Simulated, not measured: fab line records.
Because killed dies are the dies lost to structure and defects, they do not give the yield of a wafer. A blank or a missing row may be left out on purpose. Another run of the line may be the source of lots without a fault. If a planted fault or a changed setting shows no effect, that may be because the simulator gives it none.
Matching of chambers	flow rit_cmos	RIT_CONTACT_CVD_00 on pecvd-02: 3 sister chambers
The step deposits SiO2 from TEOS, target thk 400 nm, time 61 s. 14 wafers are shown with their chamber, then 7 later ones without.

== WAFERS WITH THEIR CHAMBER ==
wafer	chamber	heater_power_w (W)
L197.4	0	480
L197.5	2	464
L197.6	1	290
L200.4	1	282
L200.5	0	484
L200.6	2	440
L205.1	2	463
L205.4	2	478
L205.6	0	428
L211.2	1	253
L211.3	0	423
L211.6	2	477
L214.2	1	272
L214.3	0	470

SIGNATURES (means of the wafers above)
reading	chamber 0	chamber 1	chamber 2	scatter within a chamber
heater_power_w	457.00	274.25	464.40	21.6
Rule: for a wafer and a chamber, the distance is found by dividing, reading by reading, the gap between the wafer's reading and the chamber's mean by the reading's scatter, squaring, summing and taking the root. The wafer belongs to the nearest chamber; if the next one is less than 2 further off, it can't be placed. The scatter: take each reading less its chamber's mean, square it, sum over the shown wafers, divide by the number of wafers less the number of chambers, and take the root.

== WAFERS WHOSE CHAMBER IS MISSING ==
wafer	heater_power_w (W)
L214.5	486
L216.3	477
L216.4	289
L216.5	423
L219.3	428
L219.4	262
L219.5	453

== EACH ONE'S CHAMBER ==
wafer	from the rows above	in truth
L214.5	can't be placed: 2 or 0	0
L216.3	can't be placed: 2 or 0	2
L216.4	1	1
L216.5	can't be placed: 0 or 2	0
L219.3	can't be placed: 0 or 2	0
L219.4	1	1
L219.5	can't be placed: 0 or 2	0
Correctly placed: 2 of 7. From these rows, 5 cannot be placed; in 5 the true chamber is one of the candidates. Number placed wrongly: 0.
